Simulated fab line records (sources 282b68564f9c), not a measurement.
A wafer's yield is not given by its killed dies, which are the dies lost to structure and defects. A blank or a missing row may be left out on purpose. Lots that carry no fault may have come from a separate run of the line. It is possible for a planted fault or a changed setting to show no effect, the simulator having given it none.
fab line records	flow ritCmos
record: lots: 7	wafers: 21	lastDay: 8
route steps=202 shown CONTACT@172 M1@184
lots with no fault: from the same line, run without faults
startH: the number of hours between the record's first day and the start of the first shown wafer of the lot	waitH: time in hours since the lot's previous step	" same as the row above	L1.1+2: a single row standing in for several wafers	- no value, or no start was given	* or withheld: withheld	< > ~ a bound
route shown NAME@n: NAME is a module with steps in the file, n the number in the route of the first one	usual: mean/standard deviation of fault-free wafers	same: alike in all rows	chamber/n: place in a boat	sites: the reading at each site	_std_site: standard deviation across them	_edge_site: inner sites' mean taken away from outer sites' mean	radiusMm: for every site, how far away it sits from the centre of the wafer	mask NAME#n: copy n	behind: tool/chamber where the wafer was last shaped	hold: why the lot went on hold/how many hours it stayed there/how the hold came to an end	device: whichever transistor did not switch (one of n, p or np)	end of line: tests run on the same wafers once the route is complete	step lacking rows: just its recipe	killed: the dies lost at the first sort to structure and to defects; this is not the yield of the wafer	map: the dies of a wafer, with x for killed, . for not killed, _ for no die there
set.NAME: the setting as run; set.NAME@STEP: as run at that earlier step	model.NAME: the simulator's own value behind a step, which no gauge read
certain route steps with their lots: each step a table, each wafer a row
services: when a tool's chamber went out of use (startH, in hours from the record's first day, below 0 if earlier), for how many hours, and the reason
== steps ==
step: RIT_CONTACT_SOFTBAKE_04
recipe: resist: NOVOLAK	tempC: 90	timeS: 60
step: RIT_CONTACT_EXPOSE_05
recipe: maskId: M11	na: 0.6	sourceShape: conventional	sigmaOuter: 0.5	targetCdNm: 1000	doseMj: 250
step: RIT_CONTACT_PEB_06
recipe: resist: NOVOLAK	tempC: withheld	timeS: withheld
step: RIT_CONTACT_DEVELOP_07
recipe: resist: NOVOLAK	developTimeS: 120	devTempC: 23
step: RIT_CONTACT_CD_MEAS_08
recipe: targetCdNm: 1000
usual: cdNm: 1000.5/2.2
lot.wafer	tool	chamber	startH	waitH	cdNm
L297.1	cdSem-01	-	68.29	-	998.9
L297.4	"	-	"	"	999.2
L297.6	"	-	"	"	1001.7
L298.1	cdSem-01	-	74.91	-	1003.6
L298.3	"	-	"	"	1002.2
L298.5	"	-	"	"	1002.6
L300.1	cdSem-01	-	82.49	-	1001.3
L300.3	"	-	"	"	1001.7
L300.6	"	-	"	"	1000.5
L313.3	cdSem-01	-	149.52	-	1000.8
L313.4	"	-	"	"	999.2
L313.6	"	-	"	"	1002.6
L316.1	cdSem-02	-	172.19	-	999.7
L316.3	"	-	"	"	1001.4
L316.4	"	-	"	"	1000.7
L317.1	cdSem-01	-	173.76	-	1000.0
L317.3	"	-	"	"	998.5
L317.5	"	-	"	"	999.7
L318.2	cdSem-01	-	182.14	-	997.9
L318.3	"	-	"	"	997.3
L318.5	"	-	"	"	999.0
step: RIT_CONTACT_OVL_MEAS_09
usual: CONTACT_OVL: 0.5/1.7
lot.wafer	tool	chamber	startH	waitH	CONTACT_OVL[nm]
L297.1	overlay-02	-	68.41	0.1	-1.8
L297.4	"	-	"	"	-1.6
L297.6	"	-	"	"	-1.6
L298.1	overlay-01	-	75.03	0.1	-2.2
L298.3	"	-	"	"	0.1
L298.5	"	-	"	"	0.8
L300.1	overlay-01	-	82.61	0.1	1.3
L300.3	"	-	"	"	0.8
L300.6	"	-	"	"	0.3
L313.3	overlay-02	-	149.61	0.1	1.0
L313.4	"	-	"	"	-0.7
L313.6	"	-	"	"	-0.7
L316.1	overlay-01	-	172.31	0.1	1.8
L316.3	"	-	"	"	1.8
L316.4	"	-	"	"	0.9
L317.1	overlay-02	-	173.88	0.1	2.2
L317.3	"	-	"	"	1.1
L317.5	"	-	"	"	3.7
L318.2	overlay-01	-	182.25	0.1	-0.6
L318.3	"	-	"	"	-0.3
L318.5	"	-	"	"	-1.4
step: RIT_CONTACT_HARDBAKE_10
recipe: resist: NOVOLAK	tempC: 140	timeS: 60
step: RIT_CONTACT_ETCH_11
recipe: targetDepthA: 4800	overEtchFrac: 0.2	stopOn: TiSi2	chemistry: CHF3/CF4/Ar	target: SiO2	CHF3_flow_sccm: 50	cf4FlowSccm: 10	Ar_flow_sccm: 100	O2_flow_sccm: 5	pressureMtorr: 100	rfW: 200	timeS: 320
usual: drypumpMotorCurrentA: 5.7/0.34	oesProductAu: 0.991/0.015	throttleValvePct: 8.84/0.12
lot.wafer	tool	chamber	startH	waitH	drypumpMotorCurrentA	oesProductAu	rfHoursCounterH	throttleValvePct
L297.1	rieDiel-03	1	68.60	0.1	5.3	0.992	44	8.60
L297.4	"	2	"	"	6.4	0.994	105	8.83
L297.6	"	1	"	"	5.3	0.998	-	8.59
L298.1	rieDiel-03	2	75.22	0.1	6.4	0.993	105	8.84
L298.3	"	0	"	"	6.0	0.971	86	8.81
L298.5	"	0	"	"	6.0	0.974	-	8.80
L300.1	rieDiel-02	2	82.79	0.1	5.3	0.998	9	8.81
L300.3	"	3	"	"	5.5	0.982	79	8.75
L300.6	"	0	"	"	5.9	0.993	-	8.92
L313.3	rieDiel-02	2	149.78	0.1	5.3	1.000	11	8.82
L313.4	"	1	"	"	6.0	1.028	39	8.95
L313.6	"	0	"	"	5.8	0.994	-	8.93
L316.1	rieDiel-01	1	172.50	0.1	5.5	0.986	46	9.07
L316.3	"	3	"	"	5.4	0.979	10	8.96
L316.4	"	2	"	"	5.8	0.982	115	8.90
L317.1	rieDiel-03	0	174.20	0.1	6.0	0.975	88	8.82
L317.3	"	1	"	"	5.3	0.989	46	8.58
L317.5	"	0	"	"	6.0	0.972	-	8.80
L318.2	rieDiel-03	2	182.43	0.1	6.4	0.995	107	8.83
L318.3	"	0	"	"	6.0	0.977	88	8.82
L318.5	"	3	"	"	5.9	0.980	-	8.94
step: RIT_CONTACT_STRIP_12
recipe: chemistry: O2	timeS: 180	resist: NOVOLAK	platenTempC: withheld	powerW: 500	pressureMtorr: 4000	o2FlowSccm: 4000
usual: drypumpMotorCurrentA: 5.6/0.56	rfReflPowerW: 8.1/1.2
lot.wafer	tool	chamber	startH	waitH	drypumpMotorCurrentA	rfHoursCounterH	rfReflPowerW
L297.1	plasmaAsher-02	1	68.79	0.1	5.1	28	6.8
L297.4	"	0	"	"	6.5	-	9.1
L297.6	"	0	"	"	6.5	-	9.2
L298.1	plasmaAsher-02	0	75.41	0.1	6.5	28	8.6
L298.3	"	0	"	"	6.5	-	8.7
L298.5	"	0	"	"	6.5	-	8.5
L300.1	plasmaAsher-03	0	82.99	0.1	6.0	44	9.5
L300.3	"	1	"	"	5.6	-	8.2
L300.6	"	1	"	"	5.7	-	8.2
L313.3	plasmaAsher-02	0	150.04	0.2	6.5	-	8.7
L313.4	"	1	"	"	5.1	-	7.1
L313.6	"	0	"	"	6.5	-	8.7
L316.1	plasmaAsher-01	1	172.69	0.1	5.2	52	9.7
L316.3	"	1	"	"	5.2	-	9.5
L316.4	"	0	"	"	5.1	-	6.8
L317.1	plasmaAsher-01	1	174.39	0.1	5.2	52	9.3
L317.3	"	0	"	"	5.1	-	6.2
L317.5	"	0	"	"	5.1	-	6.1
L318.2	plasmaAsher-02	0	182.62	0.1	6.5	38	8.7
L318.3	"	0	"	"	6.5	-	8.6
L318.5	"	0	"	"	6.5	-	8.6
step: RIT_CONTACT_CD_MEAS_90
recipe: targetCdNm: 1000
usual: cdNm: 1000.5/2.3
lot.wafer	tool	chamber	startH	waitH	cdNm
L297.1	cdSem-02	-	68.97	0.1	998.9
L297.4	"	-	"	"	999.0
L297.6	"	-	"	"	1001.7
L298.1	cdSem-01	-	75.59	0.1	1002.8
L298.3	"	-	"	"	1002.0
L298.5	"	-	"	"	1002.5
L300.1	cdSem-02	-	83.16	0.1	1001.6
L300.3	"	-	"	"	1001.8
L300.6	"	-	"	"	1000.7
L313.3	cdSem-02	-	150.19	0.1	1000.8
L313.4	"	-	"	"	999.3
L313.6	"	-	"	"	1002.2
L316.1	cdSem-02	-	172.86	0.1	1000.3
L316.3	"	-	"	"	1002.0
L316.4	"	-	"	"	1001.7
L317.1	cdSem-02	-	174.57	0.1	999.3
L317.3	"	-	"	"	998.2
L317.5	"	-	"	"	998.9
L318.2	cdSem-01	-	182.82	0.1	997.1
L318.3	"	-	"	"	996.7
L318.5	"	-	"	"	998.8
step: RIT_CONTACT_CLEAN_13
recipe: chemistry: SC1	mix: 3:3:50	timeS: 600	tempC: 75
step: RIT_CONTACT_CLEAN_14
recipe: chemistry: SC2	mix: 3:3:50	timeS: 600	tempC: 75	dry: n2Spin
step: RIT_M1_SPUTTER_00
recipe: material: Al	targetThkNm: 400	powerW: 2000	chamberPressurePa: 0.4	gas: Ar	timeS: 508	substrateTempC: 25
usual: cathodeDcPowerW: 2000.0/0.38	throttleValvePct: 30.5/1
lot.wafer	tool	chamber	startH	waitH	cathodeDcPowerW	throttleValvePct
L297.1	pvdSputter-04	-	69.47	0.0	1999.8	31.4
L297.4	"	-	"	"	2000.4	30.7
L297.6	"	-	"	"	1999.6	29.2
L297.1	pvdSputter-04	-	69.93	0.3	2000.1	31.4
L297.4	"	-	"	"	2000.3	30.4
L297.6	"	-	"	"	2000.7	29.3
L298.1	pvdSputter-03	-	76.11	0.0	2000.1	31.4
L298.3	"	-	"	"	1999.1	30.9
L298.5	"	-	"	"	1999.9	30.6
L298.1	pvdSputter-03	-	76.57	0.3	1998.9	31.8
L298.3	"	-	"	"	1999.9	30.8
L298.5	"	-	"	"	2000.2	30.6
L300.1	pvdSputter-03	-	83.65	0.0	1999.9	30.7
L300.3	"	-	"	"	1999.7	30.8
L300.6	"	-	"	"	2000.2	31.5
L300.1	pvdSputter-03	-	84.13	0.3	1999.3	30.6
L300.3	"	-	"	"	1999.9	31.0
L300.6	"	-	"	"	2000.2	31.5
L313.3	pvdSputter-04	-	150.64	0.0	1999.9	31.1
L313.4	"	-	"	"	1999.8	30.4
L313.6	"	-	"	"	1999.9	29.2
L316.1	pvdSputter-04	-	173.35	0.0	2000.1	28.8
L316.3	"	-	"	"	2000.1	30.4
L316.4	"	-	"	"	1999.3	31.6
L317.1	pvdSputter-02	-	175.05	0.0	1999.5	30.2
L317.3	"	-	"	"	2000.2	27.4
L317.5	"	-	"	"	2000.5	30.1
L318.2	pvdSputter-03	-	183.28	0.0	1999.8	31.0
L318.3	"	-	"	"	1999.8	31.5
L318.5	"	-	"	"	1999.5	31.0
step: RIT_M1_RS_MEAS_01
recipe: thkMeasGauge: four-point-probe	reads: Al_of_M1_SPUTTER_00
usual: M1_AL_RS: 0.0722/0.0011
lot.wafer	tool	chamber	startH	waitH	M1_AL_RS[ohm/sq]
L297.1	filmMetro-02	-	70.22	0.1	0.0348
L297.4	"	-	"	"	0.0359
L297.6	"	-	"	"	0.0361
L298.1	filmMetro-01	-	76.86	0.1	0.0359
L298.3	"	-	"	"	0.0354
L298.5	"	-	"	"	0.0351
L300.1	filmMetro-03	-	84.52	0.2	0.0353
L300.3	"	-	"	"	0.0357
L300.6	"	-	"	"	0.0363
L313.3	filmMetro-01	-	150.97	0.2	0.0712
L313.4	"	-	"	"	0.0734
L313.6	"	-	"	"	0.0730
L316.1	filmMetro-02	-	173.65	0.1	0.0732
L316.3	"	-	"	"	0.0735
L316.4	"	-	"	"	0.0720
L317.1	filmMetro-02	-	175.35	0.1	0.0732
L317.3	"	-	"	"	0.0730
L317.5	"	-	"	"	0.0728
L318.2	filmMetro-03	-	183.60	0.2	0.0726
L318.3	"	-	"	"	0.0719
L318.5	"	-	"	"	0.0726
step: RIT_M1_THK_MEAS_02
recipe: thkMeasGauge: xrf	reads: Al_of_M1_SPUTTER_00
usual: M1_AL_THK: 409/6.5
lot.wafer	tool	chamber	startH	waitH	M1_AL_THK[nm]
L297.1	filmMetro-02	-	70.34	0.1	849
L297.4	"	-	"	"	817
L297.6	"	-	"	"	816
L298.1	filmMetro-01	-	76.98	0.1	814
L298.3	"	-	"	"	825
L298.5	"	-	"	"	827
L300.1	filmMetro-03	-	84.64	0.1	822
L300.3	"	-	"	"	816
L300.6	"	-	"	"	807
L313.3	filmMetro-01	-	151.07	0.1	413
L313.4	"	-	"	"	396
L313.6	"	-	"	"	403
L316.1	filmMetro-02	-	173.77	0.1	404
L316.3	"	-	"	"	401
L316.4	"	-	"	"	410
L317.1	filmMetro-02	-	175.47	0.1	406
L317.3	"	-	"	"	409
L317.5	"	-	"	"	409
L318.2	filmMetro-03	-	183.71	0.1	406
L318.3	"	-	"	"	414
L318.5	"	-	"	"	407
step: RIT_M1_HMDS_03
recipe: primeTimeS: 60	primeTempC: 140
step: RIT_M1_COAT_04
recipe: resist: NOVOLAK	spinRpm: 2000	resistThkNm: 1300
step: RIT_M1_SOFTBAKE_05
recipe: resist: NOVOLAK	tempC: 90.68	timeS: 60
step: RIT_M1_EXPOSE_06
recipe: maskId: M12	na: 0.6	sourceShape: conventional	sigmaOuter: 0.5	targetCdNm: 2600	doseMj: 250
step: RIT_M1_PEB_07
recipe: resist: NOVOLAK	tempC: withheld	timeS: withheld
step: RIT_M1_DEVELOP_08
recipe: resist: NOVOLAK	developTimeS: 68	devTempC: 23
step: RIT_M1_CD_MEAS_09
recipe: targetCdNm: 2600
usual: cdNm: 2599.4/1.9
lot.wafer	tool	chamber	startH	waitH	cdNm
L297.1	cdSem-01	-	71.28	-	2596.5
L297.4	"	-	"	"	2597.5
L297.6	"	-	"	"	2596.4
L298.1	cdSem-01	-	78.26	-	2599.6
L298.3	"	-	"	"	2602.9
L298.5	"	-	"	"	2600.0
L300.1	cdSem-02	-	85.69	-	2602.2
L300.3	"	-	"	"	2601.4
L300.6	"	-	"	"	2601.2
L313.3	cdSem-02	-	152.16	-	2600.0
L313.4	"	-	"	"	2602.5
L313.6	"	-	"	"	2602.6
L316.1	cdSem-01	-	174.92	-	2598.9
L316.3	"	-	"	"	2600.4
L316.4	"	-	"	"	2599.2
L317.1	cdSem-01	-	176.53	-	2598.1
L317.3	"	-	"	"	2598.9
L317.5	"	-	"	"	2597.7
L318.2	cdSem-02	-	184.66	-	2602.5
L318.3	"	-	"	"	2602.3
L318.5	"	-	"	"	2601.1
step: RIT_M1_OVL_MEAS_10
usual: M1_OVL: -0.3/1.5
lot.wafer	tool	chamber	startH	waitH	M1_OVL[nm]
L297.1	overlay-02	-	71.40	0.1	-0.4
L297.4	"	-	"	"	-1.6
L297.6	"	-	"	"	-0.2
L298.1	overlay-01	-	78.38	0.1	-1.5
L298.3	"	-	"	"	0.4
L298.5	"	-	"	"	-1.1
L300.1	overlay-01	-	85.81	0.1	-0.2
L300.3	"	-	"	"	-0.8
L300.6	"	-	"	"	-1.6
L313.3	overlay-01	-	152.25	0.1	1.2
L313.4	"	-	"	"	0.1
L313.6	"	-	"	"	0.1
L316.1	overlay-02	-	175.04	0.1	-0.7
L316.3	"	-	"	"	0.0
L316.4	"	-	"	"	0.7
L317.1	overlay-02	-	176.65	0.1	0.6
L317.3	"	-	"	"	0.9
L317.5	"	-	"	"	0.5
L318.2	overlay-02	-	184.76	0.1	-1.4
L318.3	"	-	"	"	-0.7
L318.5	"	-	"	"	-2.0
step: RIT_M1_HARDBAKE_11
recipe: resist: NOVOLAK	tempC: 140	timeS: 120
step: RIT_M1_METAL_ETCH_12
recipe: stopOn: SiO2	chemistry: Cl2/BCl3	target: Al	timeS: 165	overEtchFrac: 0.5	pressureMtorr: 100	targetDepthA: 6000	rfW: 250	Cl2_flow_sccm: 60	bcl3FlowSccm: 50
usual: drypumpMotorCurrentA: 5.5/0.44	heBacksideLeakSccm: 3.27/0.29	oesProductAu: 0.778/0.013	throttleValvePct: 8.29/0.097
lot.wafer	tool	chamber	startH	waitH	drypumpMotorCurrentA	heBacksideLeakSccm	oesProductAu	rfHoursCounterH	throttleValvePct	model.etch.depthNm	model.M1.featureDepthNm
L297.1	rieMetal-03	1	71.69	0.2	5.0	3.54	0.964	2	8.30	569.9	569.9
L297.4	"	0	"	"	6.2	3.34	1.013	-	8.13	597.6	597.6
L297.6	"	1	"	"	5.0	3.50	0.959	-	8.31	565.1	565.1
L298.1	rieMetal-02	1	78.79	0.2	5.8	3.43	0.988	4	8.31	594.2	594.2
L298.3	"	1	"	"	5.8	3.39	0.970	-	8.30	588.8	588.8
L298.5	"	0	"	"	5.0	3.24	1.004	-	8.12	626	626
L300.1	rieMetal-03	0	86.24	0.2	6.2	3.02	1.021	3	8.13	597.6	597.6
L300.3	"	0	"	"	6.2	3.13	1.027	-	8.12	602.8	602.8
L300.6	"	0	"	"	6.2	3.17	1.011	-	8.13	597.6	597.6
L313.3	rieMetal-03	0	152.58	0.2	6.2	2.96	0.796	-	8.15	411.4	444
L313.4	"	1	"	"	5.0	3.52	0.775	-	8.35	400.1	431.1
L313.6	"	0	"	"	6.2	3.20	0.785	-	8.15	403.1	435.8
L316.1	rieMetal-03	0	175.32	0.2	6.2	3.16	0.796	4	8.16	401.6	433.8
L316.3	"	1	"	"	5.0	3.40	0.775	-	8.34	399.7	430.5
L316.4	"	0	"	"	6.2	3.05	0.793	-	8.15	408	440.2
L317.1	rieMetal-01	1	176.94	0.2	5.4	3.04	0.775	0	8.39	401.4	433.1
L317.3	"	1	"	"	5.4	3.09	0.779	-	8.38	403.4	435.1
L317.5	"	1	"	"	5.4	2.97	0.783	-	8.36	403.8	435.2
L318.2	rieMetal-02	1	185.04	0.2	5.8	3.56	0.768	5	8.33	404.3	436.2
L318.3	"	1	"	"	5.8	3.49	0.771	-	8.35	407.4	439.7
L318.5	"	0	"	"	5.0	3.22	0.761	-	8.16	404.1	437.9
step: RIT_M1_STRIP_13
recipe: chemistry: nmp	resist: NOVOLAK	tempC: 80	timeS: 600	dry: n2Spin
step: RIT_M1_PROBE_99
usual: defectLimitedYield: 97.3/1.1	killed_at_M0_to_M3: 0.0/0.23	killedAtContacts: 0.1/0.23	killedAtFrontEnd: 7/3	killedDies: 7/3	killedOnRim: 2.0/1.2	killedOpen: 3.3/2.1	killedShort: 3.7/1.9	sort_bin_3_pad_short: 0.1/0.22	sort_bin_5_function: 1.5/0.79	sort_bin_6_memory: 1.1/0.65	sortNPass: 257/3	sortYieldPct: 97.3/1.1
same: grossDies: 264	killed_at_M4_up: 0	killedAtBackSide: 0	killedAtOther: 0
lot.wafer	tool	chamber	startH	waitH	defectLimitedYield[%]	killed_at_M0_to_M3	killedAtContacts	killedAtFrontEnd	killedDies	killedOnRim	killedOpen	killedShort	sort_bin_3_pad_short[%]	sort_bin_5_function[%]	sort_bin_6_memory[%]	sortNPass	sortYieldPct[%]
L297.1	prober-02	-	73.98	0.1	0	259	0	5	264	70	2	3	0	99.2	0.8	0	0
L297.4	prober-02	-	74.13	0.2	0	257	0	7	264	70	3	4	0.8	98.5	0.8	0	0
L297.6	prober-02	-	74.23	0.2	0	258	0	6	264	70	5	1	0	98.9	1.1	0	0
L298.1	prober-01	-	81.21	0.1	0	250	1	13	264	70	7	6	0	97.7	2.3	0	0
L298.3	prober-01	-	81.31	0.2	0	253	0	11	264	70	5	7	0	99.2	0.8	0	0
L298.5	prober-01	-	81.41	0.2	0	253	0	11	264	70	5	6	0.4	97.7	1.9	0	0
L300.1	prober-01	-	88.56	0.1	0	258	0	6	264	70	3	3	0	99.2	0.8	0	0
L300.3	prober-01	-	88.66	0.2	0	259	0	5	264	70	3	1	0	98.9	1.1	0	0
L300.6	prober-01	-	88.81	0.2	0	260	0	4	264	70	2	2	0	99.6	0.4	0	0
L313.3	prober-02	-	154.89	0.2	98.1	0	0	5	5	1	1	4	0	1.1	0.8	259	98.1
L313.4	prober-02	-	154.94	0.2	97.3	0	0	7	7	2	4	3	0.4	1.5	0.8	257	97.3
L313.6	prober-02	-	155.04	0.2	98.9	0	0	3	3	1	2	1	0	0.8	0.4	261	98.9
L316.1	prober-01	-	178.76	0.1	97.0	0	0	8	8	3	6	2	0	1.5	1.5	256	97.0
L316.3	prober-01	-	178.86	0.2	97.3	0	0	7	7	1	5	2	0.4	1.1	1.1	257	97.3
L316.4	prober-01	-	178.91	0.2	96.6	0	0	9	9	4	6	3	0	1.5	1.9	255	96.6
L317.1	prober-02	-	180.26	0.1	95.8	0	0	11	11	2	6	5	0.4	0.8	3.0	253	95.8
L317.3	prober-02	-	180.36	0.2	95.1	0	0	13	13	3	9	4	0.4	1.9	2.7	251	95.1
L317.5	prober-02	-	180.46	0.2	99.2	0	0	2	2	1	2	0	0	0.4	0.4	262	99.2
L318.2	prober-01	-	187.35	0.1	96.6	0	1	8	9	3	3	6	0	1.9	1.5	255	96.6
L318.3	prober-01	-	187.40	0.2	97.7	0	0	6	6	1	2	4	0.8	0.8	0.8	258	97.7
L318.5	prober-01	-	187.50	0.2	95.5	0	0	12	12	4	6	6	0.4	2.7	1.5	252	95.5
killed by level:class
L297.1 M1:areaEtch=259 SPACER:geometricParticle:short=2 FOX1:geometricParticle:short=1 GATE:geometricParticle:open=1 SILICIDE:geometricParticle:open=1
L297.4 M1:areaEtch=257 GATE:geometricParticle:short=2 GATE:geometricParticle:open=2 SPACER:geometricParticle:open=1 SPACER:geometricParticle:short=1 SILICIDE:geometricParticle:short=1
L297.6 M1:areaEtch=258 GATE:geometricParticle:open=2 SPACER:geometricParticle:open=2 GATE:geometricParticle:short=1 SILICIDE:geometricParticle:open=1
L298.1 M1:areaEtch=250 GATE:geometricParticle:open=3 SILICIDE:geometricParticle:short=3 GATE:geometricParticle:short=2 REOX:geometricParticle:open=2 FOX1:geometricParticle:short=1 SPACER:geometricParticle:open=1 SILICIDE:geometricParticle:open=1
L298.3 M1:areaEtch=252 FOX1:geometricParticle:short=2 GATE:geometricParticle:open=2 SPACER:geometricParticle:short=2 FOX2:geometricParticle:open=1 GATE:geometricParticle:short=1 REOX:geometricParticle:open=1 SILICIDE:geometricParticle:open=1
L298.5 M1:areaEtch=253 REOX:geometricParticle:short=3 FOX2:geometricParticle:short=2 GATE:geometricParticle:open=2 FOX1:geometricParticle:open=1 REOX:geometricParticle:open=1 SPACER:geometricParticle:short=1 SPACER:geometricParticle:open=1
L300.1 M1:areaEtch=258 GATE:geometricParticle:short=3 GATE:geometricParticle:open=2 FOX1:geometricParticle:open=1
L300.3 M1:areaEtch=259 GATE:geometricParticle:open=3 FOX2:geometricParticle:short=1 PWELL:coatMicrobubblePrinted=1
L300.6 M1:areaEtch=260 GATE:geometricParticle:short=2 FOX1:geometricParticle:open=1 FOX2:geometricParticle:open=1
L313.3 GATE:geometricParticle:short=3 REOX:geometricParticle:short=1 REOX:geometricParticle:open=1
L313.4 FOX1:geometricParticle:open=3 GATE:geometricParticle:short=2 SILICIDE:geometricParticle:short=1 SILICIDE:geometricParticle:open=1
L313.6 FOX1:geometricParticle:open=1 GATE:geometricParticle:open=1 REOX:geometricParticle:short=1
L316.1 GATE:geometricParticle:open=3 FOX2:geometricParticle:open=2 FOX2:geometricParticle:short=1 REOX:geometricParticle:short=1 SILICIDE:geometricParticle:open=1
L316.3 GATE:geometricParticle:open=2 FOX1:geometricParticle:open=1 FOX2:geometricParticle:open=1 GATE:geometricParticle:short=1 REOX:geometricParticle:short=1 SILICIDE:geometricParticle:open=1
L316.4 REOX:geometricParticle:open=4 REOX:geometricParticle:short=2 GATE:geometricParticle:open=1 GATE:geometricParticle:short=1 SILICIDE:geometricParticle:open=1
L317.1 FOX1:geometricParticle:open=2 GATE:geometricParticle:short=2 GATE:geometricParticle:open=2 FOX1:geometricParticle:short=1 REOX:geometricParticle:open=1 REOX:geometricParticle:short=1 SPACER:geometricParticle:short=1 SILICIDE:geometricParticle:open=1
L317.3 GATE:geometricParticle:open=5 FOX1:geometricParticle:open=2 SPACER:geometricParticle:short=2 FOX1:geometricParticle:short=1 GATE:geometricParticle:short=1 SPACER:geometricParticle:open=1 SILICIDE:geometricParticle:open=1
L317.5 FOX1:geometricParticle:open=1 REOX:geometricParticle:open=1
L318.2 GATE:geometricParticle:short=3 SILICIDE:geometricParticle:short=2 REOX:geometricParticle:short=1 REOX:geometricParticle:open=1 SPACER:geometricParticle:open=1 CONTACT:geometricParticle:open=1
L318.3 SILICIDE:geometricParticle:short=2 GATE:geometricParticle:short=1 GATE:geometricParticle:open=1 SPACER:geometricParticle:open=1 SPACER:geometricParticle:short=1
L318.5 FOX1:geometricParticle:short=3 GATE:geometricParticle:open=3 REOX:geometricParticle:short=2 SPACER:geometricParticle:open=2 GATE:geometricParticle:short=1 REOX:geometricParticle:open=1
map L297.1 (x killed, . not)
________xxxxxxx_______
_____xxxxxxxxxxxxx____
____xxxxxxxxxxxxxxx___
___xxxxxxxxxxxxxxxxx__
__xxxxxxxxxxxxxxxxxxx_
__xxxxxxxxxxxxxxxxxxx_
_xxxxxxxxxxxxxxxxxxxxx
_xxxxxxxxxxxxxxxxxxxxx
_xxxxxxxxxxxxxxxxxxxxx
_xxxxxxxxxxxxxxxxxxxxx
__xxxxxxxxxxxxxxxxxxx_
__xxxxxxxxxxxxxxxxxxx_
___xxxxxxxxxxxxxxxxx__
____xxxxxxxxxxxxxxx___
_____xxxxxxxxxxxxx____
________xxxxxxx_______
map L298.1 (x killed, . not)
________xxxxxxx_______
_____xxxxxxxxxxxxx____
____xxxxxxxxxxxxxxx___
___xxxxxxxxxxxxxxxxx__
__xxxxxxxxxxxxxxxxxxx_
__xxxxxxxxxxxxxxxxxxx_
_xxxxxxxxxxxxxxxxxxxxx
_xxxxxxxxxxxxxxxxxxxxx
_xxxxxxxxxxxxxxxxxxxxx
_xxxxxxxxxxxxxxxxxxxxx
__xxxxxxxxxxxxxxxxxxx_
__xxxxxxxxxxxxxxxxxxx_
___xxxxxxxxxxxxxxxxx__
____xxxxxxxxxxxxxxx___
_____xxxxxxxxxxxxx____
________xxxxxxx_______
== services ==
tool	chamber	startH	hours	kind
rieDiel-02	3	46.14	5.7	repair
rieDiel-02	1	50.24	1.8	repair
plasmaAsher-01	-	74.82	4.1	repair
pvdSputter-02	-	84.21	5.0	repair
rieDiel-02	2	88.63	11.1	repair
rieDiel-02	3	104.91	3.5	repair
plasmaAsher-02	-	114.45	7.6	repair
pvdSputter-02	-	120.75	1.9	repair
rieMetal-01	-	136.12	20.0	pm
rieMetal-01	1	136.12	20.0	ventCycle
rieDiel-02	0	138.19	7.3	repair
rieMetal-01	0	156.12	-	clean
rieMetal-01	1	156.12	-	clean
rieMetal-03	-	162.37	0.3	repair
rieMetal-02	-	175.87	1.4	pm
== key ==
firstSign: step: RIT_M1_SPUTTER_00	reading: visit	direction: added
effect: step: RIT_M1_RS_MEAS_01	reading: M1_AL_RS	direction: down	sigmas: 32	usual: 0.0722	struck: 0.0356
effect: step: RIT_M1_THK_MEAS_02	reading: M1_AL_THK	direction: up	sigmas: 63	usual: 409	struck: 821
effect: step: RIT_M1_METAL_ETCH_12	reading: oesProductAu	direction: up	sigmas: 16	usual: 0.778	struck: 0.995
effect: step: RIT_M1_PROBE_99	reading: killed_at_M0_to_M3	direction: up	sigmas: 99+	usual: 0.0	struck: 256.3
modelEffect: step: RIT_M1_METAL_ETCH_12	value: etch.depthNm	without: 408.6	struck: 593.3
moreKillsBornAt: RIT_M1_METAL_ETCH_12@rieMetal-03: 1551	RIT_M1_METAL_ETCH_12@rieMetal-02: 755
metAt RIT_M1_SPUTTER_00
struckWafers L297.1,L297.4,L297.6,L298.1,L298.3,L298.5,L300.1,L300.3,L300.6
laterRowsLeftOut L297.1,L297.4,L297.6,L298.1,L298.3,L298.5,L300.1,L300.3,L300.6
fault: kind: repeatedStepWhole	tool: pvdSputter-02,pvdSputter-03,pvdSputter-04	chamber: -	onsetH: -	steps: RIT_M1_SPUTTER_00	times: 1	scope: struckLotsOnly
laterRowsLeftOut: the simulator's readings of these wafers behind a module that went badly wrong aren't trusted and aren't shown, but for the sort
